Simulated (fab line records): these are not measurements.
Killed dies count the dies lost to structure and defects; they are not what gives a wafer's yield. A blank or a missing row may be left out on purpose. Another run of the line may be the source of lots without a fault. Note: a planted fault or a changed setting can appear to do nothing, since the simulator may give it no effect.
fab line records | flow ritCmos
record lots=6 wafers=18 lastDay=7
route steps=202 shown REOX@99 NLDD@103 PLDD@115 SPACER@125 NSD@131 M1@202
lots untouched by any fault: they come from a run of this same line in which no faults occurred
startH: hours from the record's opening day to when the first of the lot's shown wafers began | waitH: how many hours have passed since the lot's step before this one | " unchanged from the row above | L1.1+2: a row that stands for several wafers | - no value, or no start given | * or withheld: withheld | < > ~ a bound
route shown NAME@n: a module of which the file shows steps, and the number in the route of the first | usual: the fault-free wafers' mean and standard deviation | same: alike in all rows | chamber/n: place in a boat | sites: readings site by site | _std_site: standard deviation of those values | _edge_site: inner sites' mean taken away from outer sites' mean | radiusMm: for every site, how far away it sits from the centre of the wafer | mask NAME#n: copy n | behind: the last tool/chamber to shape the wafer | hold: what put the lot on hold/how long, in hours/how the hold closed | device: the n, p or np transistor that did not switch | end of line: the tests these same wafers got at the end of their route | a step with no rows: only its recipe | killed: at the first sort, the dies lost to defects and structure; wafer yield is something else | map: the dies of a wafer, with x for killed, . for not killed, _ for no die there
set.NAME: the run value of the setting; set.NAME@STEP: its run value at that earlier step | model.NAME: the simulator's own value behind a step, which no gauge read
lots at some steps of the route; a table a step, a row a wafer
services: the hour from which a tool's chamber was out of use, counted from the record's first day as startH (under 0 if before that day), plus the number of hours and why
## steps
# step RIT_REOX_CLEAN_01
# recipe chemistry=dHF dilution=50:1 timeS=30
# step RIT_REOX_CLEAN_02
# recipe chemistry=SC2 mix=3:3:50 timeS=600 tempC=75 dry=n2Spin
# step RIT_REOX_OXIDATION_03
# recipe tempC=900 ambient=O2 targetThkA=252 oxTimeS=5580
# step RIT_REOX_THK_MEAS_04
# recipe reads=SiO2_of_REOX_OXIDATION_03
# usual REOX_OXIDE_THK=25.3/0.46
# columns lot.wafer tool chamber startH waitH REOX_OXIDE_THK[nm]
L621.3 filmMetro-01 - 40.07 0.0 24.9
L621.4 " - " " 25.3
L621.6 " - " " 24.5
L625.1 filmMetro-03 - 61.02 0.0 25.6
L625.3 " - " " 25.8
L625.4 " - " " 25.4
L630.3 filmMetro-01 - 85.65 0.0 25.9
L630.5 " - " " 25.5
L630.6 " - " " 25.2
L635.1 filmMetro-03 - 112.98 0.0 25.0
L635.5 " - " " 25.1
L635.6 " - " " 25.1
L643.1 filmMetro-03 - 150.45 0.0 25.2
L643.5 " - " " 26.1
L643.6 " - " " 25.4
L644.2 filmMetro-03 - 156.52 0.0 25.6
L644.3 " - " " 25.6
L644.4 " - " " 25.7
# step RIT_NLDD_HMDS_00
# recipe primeTimeS=60 primeTempC=140
# step RIT_NLDD_COAT_01
# recipe resist=NOVOLAK spinRpm=3250 resistThkNm=1000
# step RIT_NLDD_SOFTBAKE_02
# recipe resist=NOVOLAK tempC=90 timeS=60
# step RIT_NLDD_EXPOSE_03
# recipe maskId=M7 na=0.57 targetCdNm=40700 doseMj=250
# step RIT_NLDD_PEB_04
# recipe resist=NOVOLAK tempC=withheld timeS=withheld
# step RIT_NLDD_DEVELOP_05
# recipe resist=NOVOLAK developTimeS=50 devTempC=23
# step RIT_NLDD_OVL_MEAS_06
# usual NLDD_OVL=-0.4/1.3
# columns lot.wafer tool chamber startH waitH NLDD_OVL[nm]
L621.3 overlay-02 - 40.97 - -2.6
L621.4 " - " " -1.3
L621.6 " - " " -0.9
L625.1 overlay-01 - 62.05 - -2.1
L625.3 " - " " -1.0
L625.4 " - " " -0.3
L630.3 overlay-02 - 86.68 - -1.4
L630.5 " - " " -2.2
L630.6 " - " " -2.1
L635.1 overlay-02 - 114.11 - 0.5
L635.5 " - " " -0.3
L635.6 " - " " -0.2
L643.1 overlay-01 - 151.41 - -1.4
L643.5 " - " " -1.8
L643.6 " - " " -0.1
L644.2 overlay-02 - 157.55 - -0.1
L644.3 " - " " 1.2
L644.4 " - " " 1.4
# step RIT_NLDD_HARDBAKE_07
# recipe resist=NOVOLAK tempC=140 timeS=60
# step RIT_NLDD_IMPLANT_08
# recipe species=P energyKev=20 doseCm2=5e+14 tiltDeg=7
# usual beamOnS=10.04/0.19 faradayCurrentUA=1567/29
# columns lot.wafer tool chamber startH waitH beamOnS faradayCurrentUA
L621.3 implanter-03 0 41.20 0.1 10.08 1551
L621.4 " 0 " " 10.01 1571
L621.6 " 0 " " 10.11 1559
L625.1 implanter-03 0 62.24 0.1 9.85 1596
L625.3 " 0 " " 9.94 1577
L625.4 " 0 " " 10.05 1558
L630.3 implanter-03 0 87.03 0.1 10.06 1558
L630.5 " 0 " " 10.00 1567
L630.6 " 0 " " 9.97 1581
L635.1 implanter-04 0 114.30 0.1 9.93 1582
L635.5 " 0 " " 10.25 1536
L635.6 " 0 " " 10.05 1575
L643.1 implanter-04 0 151.60 0.1 14.48 1081
L643.5 " 0 " " 14.54 1085
L643.6 " 0 " " 14.21 1103
L644.2 implanter-04 0 157.76 0.1 14.43 1092
L644.3 " 0 " " 14.67 1072
L644.4 " 0 " " 14.48 1084
# step RIT_NLDD_STRIP_09
# recipe chemistry=O2 timeS=180 resist=NOVOLAK platenTempC=withheld powerW=500 pressureMtorr=4000 o2FlowSccm=4000
# usual chamberPressureMTorr=4000/3.9 drypumpMotorCurrentA=6.0/0.59
# columns lot.wafer tool chamber startH waitH chamberPressureMTorr drypumpMotorCurrentA rfHoursCounterH
L621.3 plasmaAsher-04 1 41.35 0.1 3999 5.2 -
L621.4 " 0 " " 3999 6.3 -
L621.6 " 0 " " 4003 6.3 -
L625.1 plasmaAsher-04 0 62.39 0.1 3995 6.3 45
L625.3 " 0 " " 3999 6.3 -
L625.4 " 1 " " 4001 5.1 -
L630.3 plasmaAsher-04 1 87.19 0.1 4003 5.2 -
L630.5 " 0 " " 3997 6.3 -
L630.6 " 1 " " 3993 5.2 -
L635.1 plasmaAsher-02 1 114.45 0.1 4002 6.6 31
L635.5 " 1 " " 4003 6.6 -
L635.6 " 0 " " 4002 6.1 -
L643.1 plasmaAsher-04 0 151.75 0.1 4001 6.3 4
L643.5 " 0 " " 3997 6.3 -
L643.6 " 1 " " 4007 5.2 -
L644.2 plasmaAsher-02 1 157.88 0.1 4006 6.6 36
L644.3 " 0 " " 3997 6.1 -
L644.4 " 1 " " 4000 6.6 -
# step RIT_NLDD_TW_MEAS_10
# usual NLDD_TW=2525/17
# columns lot.wafer tool chamber startH waitH hold NLDD_TW
L621.3 filmMetro-02 - 41.49 0.1 - 2530
L621.4 " - " " - 2526
L621.6 " - " " - 2530
L625.1 filmMetro-03 - 62.56 0.1 - 2519
L625.3 " - " " - 2511
L625.4 " - " " - 2495
L630.3 filmMetro-03 - 87.32 0.1 - 2501
L630.5 " - " " - 2498
L630.6 " - " " - 2500
L635.1 filmMetro-03 - 114.63 0.1 - 2523
L635.5 " - " " - 2540
L635.6 " - " " - 2533
L643.1 filmMetro-04 - 151.92 0.1 awaitDispo/0.2h/release 2772
L643.5 " - " " awaitDispo/0.2h/release 2781
L643.6 " - " " awaitDispo/0.2h/release 2781
L643.1 filmMetro-04 - 152.15 0.2 - 2774
L643.5 " - " " - 2781
L643.6 " - " " - 2774
L644.2 filmMetro-03 - 158.07 0.1 awaitDispo/0.2h/release 2768
L644.3 " - " " awaitDispo/0.2h/release 2769
L644.4 " - " " awaitDispo/0.2h/release 2763
L644.2 filmMetro-03 - 158.29 0.2 - 2760
L644.3 " - " " - 2759
L644.4 " - " " - 2778
# step RIT_PLDD_COAT_01
# recipe resist=NOVOLAK spinRpm=3250 resistThkNm=1000
# step RIT_PLDD_SOFTBAKE_02
# recipe resist=NOVOLAK tempC=90 timeS=60
# step RIT_PLDD_EXPOSE_03
# recipe maskId=M8 na=0.57 targetCdNm=40900 doseMj=250
# step RIT_PLDD_PEB_04
# recipe resist=NOVOLAK tempC=withheld timeS=withheld
# step RIT_PLDD_DEVELOP_05
# recipe resist=NOVOLAK developTimeS=50 devTempC=23
# step RIT_PLDD_OVL_MEAS_06
# usual PLDD_OVL=0.6/1.3
# columns lot.wafer tool chamber startH waitH PLDD_OVL[nm]
L621.3 overlay-01 - 42.59 - 2.4
L621.4 " - " " 2.4
L621.6 " - " " 2.2
L625.1 overlay-01 - 63.60 - 1.1
L625.3 " - " " -0.2
L625.4 " - " " 2.4
L630.3 overlay-01 - 88.22 - -0.4
L630.5 " - " " 0.4
L630.6 " - " " 0.6
L635.1 overlay-02 - 115.66 - -0.7
L635.5 " - " " 2.1
L635.6 " - " " 0.1
L643.1 overlay-01 - 155.95 - 0.6
L643.5 " - " " -0.4
L643.6 " - " " -0.2
L644.2 overlay-01 - 160.85 - -2.1
L644.3 " - " " -2.5
L644.4 " - " " -2.4
# step RIT_PLDD_HARDBAKE_07
# recipe resist=NOVOLAK tempC=140 timeS=60
# step RIT_PLDD_IMPLANT_08
# recipe species=BF2 energyKev=20.28 doseCm2=9e+14 tiltDeg=7
# step RIT_PLDD_STRIP_09
# recipe chemistry=O2 timeS=180 resist=NOVOLAK platenTempC=withheld powerW=500 pressureMtorr=4000 o2FlowSccm=4000
# usual chamberPressureMTorr=4000/3.9 drypumpMotorCurrentA=5.8/0.67
# columns lot.wafer tool chamber startH waitH chamberPressureMTorr drypumpMotorCurrentA rfHoursCounterH
L621.3 plasmaAsher-01 1 42.97 0.1 4000 5.6 -
L621.4 " 0 " " 3993 6.8 -
L621.6 " 1 " " 3999 5.6 -
L625.1 plasmaAsher-03 1 63.94 0.1 4006 4.9 40
L625.3 " 1 " " 3999 4.9 -
L625.4 " 0 " " 3997 6.2 -
L630.3 plasmaAsher-03 0 88.61 0.1 3996 6.2 -
L630.5 " 0 " " 4000 6.2 -
L630.6 " 1 " " 4002 4.9 -
L635.1 plasmaAsher-03 1 116.00 0.1 4003 4.9 46
L635.5 " 0 " " 4003 6.2 -
L635.6 " 1 " " 4007 4.9 -
L643.1 plasmaAsher-01 1 156.63 0.1 4000 5.6 52
L643.5 " 1 " " 3996 5.6 -
L643.6 " 0 " " 3998 6.7 -
L644.2 plasmaAsher-03 0 168.70 7.6 4000 6.2 51
L644.3 " 0 " " 4002 6.2 -
L644.4 " 1 " " 3998 4.9 -
# step RIT_PLDD_TW_MEAS_10
# usual PLDD_TW=2393/16
# columns lot.wafer tool chamber startH waitH PLDD_TW
L621.3 filmMetro-04 - 43.11 0.1 2401
L621.4 " - " " 2409
L621.6 " - " " 2424
L625.1 filmMetro-04 - 64.11 0.1 2406
L625.3 " - " " 2422
L625.4 " - " " 2416
L630.3 filmMetro-03 - 88.74 0.1 2370
L630.5 " - " " 2374
L630.6 " - " " 2362
L635.1 filmMetro-03 - 116.17 0.1 2383
L635.5 " - " " 2389
L635.6 " - " " 2389
L643.1 filmMetro-02 - 156.81 0.1 2386
L643.5 " - " " 2387
L643.6 " - " " 2391
L644.2 filmMetro-04 - 168.88 0.1 2403
L644.3 " - " " 2386
L644.4 " - " " 2392
# step RIT_SPACER_CLEAN_00
# recipe chemistry=SC1 mix=3:3:50 timeS=600 tempC=75
# step RIT_SPACER_CLEAN_01
# recipe chemistry=dHF dilution=50:1 timeS=30
# step RIT_SPACER_CLEAN_02
# recipe chemistry=SC2 mix=3:3:50 timeS=600 tempC=75 dry=n2Spin
# step RIT_SPACER_CVD_03
# recipe material=Si3N4 targetThkNm=250 tempC=810 precursor=SiH2Cl2/NH3 timeS=3300 pressureMtorr=300 sih2cl2FlowSccm=60 nh3FlowSccm=150
# step RIT_SPACER_THK_MEAS_04
# recipe reads=Si3N4_of_SPACER_CVD_03
# usual SPACER_NITRIDE_THK=250.3/2.4
# columns lot.wafer tool chamber startH waitH SPACER_NITRIDE_THK[nm]
L621.3 filmMetro-01 - 45.64 0.0 248.8
L621.4 " - " " 249.7
L621.6 " - " " 247.0
L625.1 filmMetro-03 - 66.45 0.0 250.9
L625.3 " - " " 252.1
L625.4 " - " " 251.4
L630.3 filmMetro-04 - 91.31 0.0 252.4
L630.5 " - " " 250.2
L630.6 " - " " 253.0
L635.1 filmMetro-01 - 118.69 0.0 248.9
L635.5 " - " " 247.3
L635.6 " - " " 250.0
L643.1 filmMetro-03 - 161.41 0.0 246.5
L643.5 " - " " 247.5
L643.6 " - " " 244.7
L644.2 filmMetro-03 - 173.04 0.1 244.5
L644.3 " - " " 245.3
L644.4 " - " " 245.5
# step RIT_SPACER_ETCHBACK_05
# recipe targetDepthA=2500 SF6_flow_sccm=30 CHF3_flow_sccm=30 target=Si3N4 chemistry=SF6/CHF3 pressureMtorr=40 rfW=250 timeS=240 stopOn=SiO2
# usual chamberPressureMTorr=40.00/0.034 drypumpMotorCurrentA=5.8/0.68 oesProductAu=0.840/0.015 throttleValvePct=10.23/0.13
# columns lot.wafer tool chamber startH waitH chamberPressureMTorr drypumpMotorCurrentA oesProductAu rfHoursCounterH throttleValvePct
L621.3 rieDiel-01 0 45.68 0.0 39.97 5.2 0.851 157 10.08
L621.4 " 3 " " 40.02 6.4 0.867 22 10.14
L621.6 " 1 " " 39.97 6.6 0.831 - 10.25
L625.1 rieDiel-02 2 66.51 0.1 40.01 5.6 0.846 5 10.34
L625.3 " 0 " " 39.97 6.5 0.845 35 10.09
L625.4 " 1 " " 39.99 4.9 0.856 14 10.31
L630.3 rieDiel-01 2 91.35 0.0 39.99 5.2 0.828 19 10.34
L630.5 " 0 " " 39.98 5.1 0.853 - 10.08
L630.6 " 1 " " 40.01 6.6 0.836 - 10.28
L635.1 rieDiel-01 2 118.75 0.1 40.05 5.2 0.813 19 10.34
L635.5 " 2 " " 39.99 5.2 0.815 - 10.33
L635.6 " 3 " " 40.01 6.5 0.861 - 10.14
L643.1 rieDiel-02 0 161.47 0.1 40.00 6.5 0.830 37 10.08
L643.5 " 3 " " 40.02 6.2 0.839 - 10.24
L643.6 " 2 " " 40.01 5.7 0.842 - 10.33
L644.2 rieDiel-02 1 173.09 0.0 40.03 4.9 0.833 15 10.33
L644.3 " 0 " " 40.02 6.5 0.823 37 10.09
L644.4 " 2 " " 40.01 5.7 0.837 6 10.34
# step RIT_NSD_HMDS_00
# recipe primeTimeS=60 primeTempC=140
# step RIT_NSD_COAT_01
# recipe resist=NOVOLAK spinRpm=3250 resistThkNm=1000
# step RIT_NSD_SOFTBAKE_02
# recipe resist=NOVOLAK tempC=90 timeS=61.69
# usual plateSensorTCentreC=90.969/0.011 plateSensorTEdgeC=91.022/0.01
# columns lot.wafer tool chamber startH waitH plateSensorTCentreC plateSensorTEdgeC
L621.3 lithoTrack-01 0 46.18 0.1 90.969 91.030
L621.4 " 0 " " 90.988 91.023
L621.6 " 0 " " 90.978 91.019
L625.1 lithoTrack-03 0 66.96 0.1 90.980 91.016
L625.3 " 0 " " 90.971 91.025
L625.4 " 0 " " 90.975 91.006
L630.3 lithoTrack-03 0 92.03 0.1 90.985 91.021
L630.5 " 0 " " 90.981 91.017
L630.6 " 0 " " 90.948 91.025
L635.1 lithoTrack-04 0 119.20 0.1 90.972 91.022
L635.5 " 0 " " 90.975 91.024
L635.6 " 0 " " 90.978 91.012
L643.1 lithoTrack-01 0 162.05 0.1 90.967 91.028
L643.5 " 0 " " 90.960 91.005
L643.6 " 0 " " 90.952 91.044
L644.2 lithoTrack-03 0 173.78 0.1 90.969 91.035
L644.3 " 0 " " 90.970 91.037
L644.4 " 0 " " 90.971 91.005
# step RIT_NSD_EXPOSE_03
# recipe maskId=M9 na=0.57 targetCdNm=40700 doseMj=250
# step RIT_NSD_PEB_04
# recipe resist=NOVOLAK tempC=withheld timeS=withheld
# step RIT_NSD_DEVELOP_05
# recipe resist=NOVOLAK developTimeS=50 devTempC=23
# step RIT_NSD_OVL_MEAS_06
# usual NSD_OVL=1.4/1.3
# columns lot.wafer tool chamber startH waitH NSD_OVL[nm]
L621.3 overlay-01 - 46.82 - 1.4
L621.4 " - " " -0.8
L621.6 " - " " -1.6
L625.1 overlay-02 - 67.65 - 2.8
L625.3 " - " " 3.2
L625.4 " - " " 3.3
L630.3 overlay-02 - 92.73 - 2.3
L630.5 " - " " 1.4
L630.6 " - " " 2.7
L635.1 overlay-01 - 119.93 - -0.4
L635.5 " - " " 0.8
L635.6 " - " " 2.9
L643.1 overlay-02 - 162.72 - -1.0
L643.5 " - " " 1.9
L643.6 " - " " 0.9
L644.2 overlay-02 - 174.50 - 1.9
L644.3 " - " " 2.5
L644.4 " - " " 0.5
# step RIT_NSD_HARDBAKE_07
# recipe resist=NOVOLAK tempC=140 timeS=60
# step RIT_NSD_IMPLANT_08
# recipe species=P energyKev=25 doseCm2=1e+15 tiltDeg=7
# step RIT_NSD_STRIP_09
# recipe chemistry=O2 timeS=180 resist=NOVOLAK platenTempC=withheld powerW=500 pressureMtorr=4000 o2FlowSccm=4000
# usual chamberPressureMTorr=4000/3.4 drypumpMotorCurrentA=6.2/0.53
# columns lot.wafer tool chamber startH waitH chamberPressureMTorr drypumpMotorCurrentA rfHoursCounterH
L621.3 plasmaAsher-04 0 47.20 0.1 4001 6.3 -
L621.4 " 1 " " 3993 5.2 -
L621.6 " 0 " " 4001 6.4 -
L625.1 plasmaAsher-04 1 67.99 0.1 3995 5.2 45
L625.3 " 0 " " 4003 6.3 -
L625.4 " 1 " " 4003 5.2 -
L630.3 plasmaAsher-02 1 93.33 0.1 3999 6.6 -
L630.5 " 0 " " 4004 6.2 -
L630.6 " 1 " " 4001 6.6 -
L635.1 plasmaAsher-01 1 120.26 0.1 4002 5.7 48
L635.5 " 1 " " 4000 5.6 -
L635.6 " 0 " " 4004 6.8 -
L643.1 plasmaAsher-04 0 163.05 0.1 3999 6.3 5
L643.5 " 1 " " 3998 5.2 -
L643.6 " 0 " " 3998 6.3 -
L644.2 plasmaAsher-02 0 174.83 0.1 3998 6.1 37
L644.3 " 1 " " 3998 6.6 -
L644.4 " 0 " " 4004 6.1 -
# step RIT_SDANNEAL_RS_MEAS_07
# recipe thkMeasGauge=four-point-probe
# usual NLDD_RS=151.9/0.53
# columns lot.wafer tool chamber startH waitH hold NLDD_RS[ohm/sq]
L621.3 filmMetro-04 - 50.11 0.1 - 151.7
L621.4 " - " " - 152.2
L621.6 " - " " - 151.6
L625.1 filmMetro-04 - 70.64 0.1 - 151.9
L625.3 " - " " - 151.7
L625.4 " - " " - 151.9
L630.3 filmMetro-04 - 96.06 0.1 - 152.1
L630.5 " - " " - 151.9
L630.6 " - " " - 151.7
L635.1 filmMetro-03 - 123.01 0.1 - 151.6
L635.5 " - " " - 151.4
L635.6 " - " " - 151.4
L643.1 filmMetro-02 - 166.06 0.1 awaitDispo/0.2h/release 114.0
L643.5 " - " " awaitDispo/0.2h/release 114.0
L643.6 " - " " awaitDispo/0.2h/release 113.8
L643.1 filmMetro-02 - 166.35 0.3 - 114.0
L643.5 " - " " - 113.8
L643.6 " - " " - 113.8
L644.2 filmMetro-04 - 177.48 0.1 awaitDispo/0.2h/release 114.1
L644.3 " - " " awaitDispo/0.2h/release 113.8
L644.4 " - " " awaitDispo/0.2h/release 113.9
L644.2 filmMetro-04 - 177.77 0.3 - 114.2
L644.3 " - " " - 113.8
L644.4 " - " " - 113.8
# step RIT_M1_PROBE_99
# usual defectLimitedYield=97.3/1.2 killedAtContacts=0.1/0.26 killedAtFrontEnd=7/3.1 killedDies=7/3.1 killedOpen=3.5/1.9 killedShort=3.4/2.1 sort_bin_3_pad_short=0.2/0.27 sort_bin_5_function=1.5/0.79 sort_bin_6_memory=1.0/0.63 sortNPass=257/3.1 sortYieldPct=97.3/1.2
# same grossDies=264 killed_at_M0_to_M3=0 killed_at_M4_up=0 killedAtBackSide=0 killedAtOther=0
# columns lot.wafer tool chamber startH waitH defectLimitedYield[%] killedAtContacts killedAtFrontEnd killedDies killedOpen killedShort sort_bin_3_pad_short[%] sort_bin_5_function[%] sort_bin_6_memory[%] sortNPass sortYieldPct[%]
L621.3 prober-01 - 58.55 0.2 97.7 1 5 6 3 3 0 1.5 0.8 258 97.7
L621.4 prober-01 - 58.60 0.2 99.2 0 2 2 1 1 0.4 0.4 0 262 99.2
L621.6 prober-01 - 58.70 0.2 97.0 0 8 8 5 3 0.4 1.1 1.5 256 97.0
L625.1 prober-02 - 77.96 0.1 97.3 0 7 7 3 4 0 1.9 0.8 257 97.3
L625.3 prober-02 - 78.06 0.2 95.5 0 12 12 4 8 0.8 2.3 1.5 252 95.5
L625.4 prober-02 - 78.11 0.2 95.1 0 13 13 7 6 0.4 2.7 1.9 251 95.1
L630.3 prober-01 - 106.27 0.2 96.6 0 9 9 6 3 0 2.3 1.1 255 96.6
L630.5 prober-01 - 106.37 0.2 97.0 0 8 8 6 2 0 2.7 0.4 256 97.0
L630.6 prober-01 - 106.42 0.2 97.3 0 7 7 5 2 0 0.8 1.9 257 97.3
L635.1 prober-02 - 130.38 0.1 96.6 0 9 9 6 3 0 1.9 1.5 255 96.6
L635.5 prober-02 - 130.58 0.2 97.3 0 7 7 4 2 0.4 1.5 0.8 257 97.3
L635.6 prober-02 - 130.63 0.2 97.0 0 8 8 3 5 0 1.9 1.1 256 97.0
# killed by level:class
L621.3 SILICIDE:geometricParticle:short=2 SPACER:geometricParticle:short=1 SPACER:geometricParticle:open=1 SILICIDE:geometricParticle:open=1 CONTACT:geometricParticle:open=1
L621.4 GATE:geometricParticle:short=1 SILICIDE:geometricParticle:open=1
L621.6 FOX1:geometricParticle:open=3 GATE:geometricParticle:short=2 GATE:geometricParticle:open=1 REOX:geometricParticle:short=1 SPACER:geometricParticle:open=1
L625.1 FOX2:geometricParticle:open=2 FOX1:geometricParticle:short=1 FOX2:geometricParticle:short=1 GATE:geometricParticle:open=1 GATE:geometricParticle:short=1 SPACER:geometricParticle:short=1
L625.3 FOX2:geometricParticle:short=2 SPACER:geometricParticle:open=2 SPACER:geometricParticle:short=2 SILICIDE:geometricParticle:short=2 FOX1:geometricParticle:short=1 FOX2:geometricParticle:open=1 GATE:geometricParticle:short=1 SILICIDE:geometricParticle:open=1
L625.4 FOX2:geometricParticle:open=3 GATE:geometricParticle:open=3 FOX2:geometricParticle:short=2 GATE:geometricParticle:short=2 FOX1:geometricParticle:short=1 FOX1:geometricParticle:open=1 REOX:geometricParticle:short=1
L630.3 SPACER:geometricParticle:open=5 SPACER:geometricParticle:short=2 REOX:geometricParticle:short=1 REOX:geometricParticle:open=1
L630.5 SPACER:geometricParticle:open=3 FOX1:geometricParticle:open=1 FOX2:geometricParticle:short=1 FOX2:geometricParticle:open=1 GATE:geometricParticle:short=1 SILICIDE:geometricParticle:open=1
L630.6 REOX:geometricParticle:open=4 GATE:geometricParticle:short=1 GATE:geometricParticle:open=1 REOX:geometricParticle:short=1
L635.1 SPACER:geometricParticle:open=3 FOX1:geometricParticle:open=2 GATE:geometricParticle:short=2 FOX2:geometricParticle:short=1 GATE:geometricParticle:open=1
L635.5 FOX1:geometricParticle:open=2 SPACER:geometricParticle:open=2 FOX2:geometricParticle:short=1 GATE:geometricParticle:short=1 GATE:coatMicrobubblePrinted=1
L635.6 GATE:geometricParticle:short=3 GATE:geometricParticle:open=2 FOX1:geometricParticle:short=1 REOX:geometricParticle:open=1 SPACER:geometricParticle:short=1
## services
# columns tool chamber startH hours kind
rieDiel-01 3 21.77 7.6 repair
plasmaAsher-02 - 38.91 14.6 pm
rieDiel-01 - 39.73 0.3 repair
implanter-04 - 45.85 0.7 repair
plasmaAsher-01 - 59.59 11.9 repair
implanter-03 - 68.71 3.7 repair
rieDiel-02 - 72.63 2.8 pm
implanter-03 - 74.07 4.1 repair
implanter-04 - 79.44 2.8 pm
plasmaAsher-04 - 101.70 3.8 repair
rieDiel-01 0 106.33 - clean
rieDiel-01 0 106.33 22.8 scheduledDown
rieDiel-01 0 106.33 22.8 ventCycle
plasmaAsher-04 - 108.75 9.0 pm
plasmaAsher-04 0 108.75 9.0 ventCycle
plasmaAsher-04 1 108.75 9.0 ventCycle
plasmaAsher-04 0 117.75 - clean
plasmaAsher-04 1 117.75 - clean
implanter-03 - 124.08 5.0 pm
rieDiel-02 - 146.66 1.0 repair
implanter-03 - 152.93 2.1 pm
plasmaAsher-03 - 160.65 8.0 repair
## key
firstSign step=RIT_NLDD_IMPLANT_08 reading=beamOnS direction=up sigmas=23 usual=10.04 struck=14.47
effect step=RIT_NLDD_IMPLANT_08 reading=faradayCurrentUA direction=down sigmas=16 usual=1567 struck=1086
effect step=RIT_NLDD_TW_MEAS_10 reading=visit direction=added
effect step=RIT_NLDD_TW_MEAS_10 reading=NLDD_TW direction=up sigmas=15 usual=2525 struck=2772
effect step=RIT_SDANNEAL_RS_MEAS_07 reading=NLDD_RS direction=down sigmas=71 usual=151.9 struck=113.9
metAt RIT_NLDD_IMPLANT_08
struckWafers L643.1,L643.5,L643.6,L644.2,L644.3,L644.4
scrappedBehind RIT_SDANNEAL_RS_MEAS_07 L643.1,L643.5,L643.6,L644.2,L644.3,L644.4
onsetBetween 114.30 151.60
fault kind=processParameterDrift tool=implanter-04 chamber=- onsetH=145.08 steps=RIT_NLDD_IMPLANT_08 channel=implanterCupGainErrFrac offset=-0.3 shape=step endH=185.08
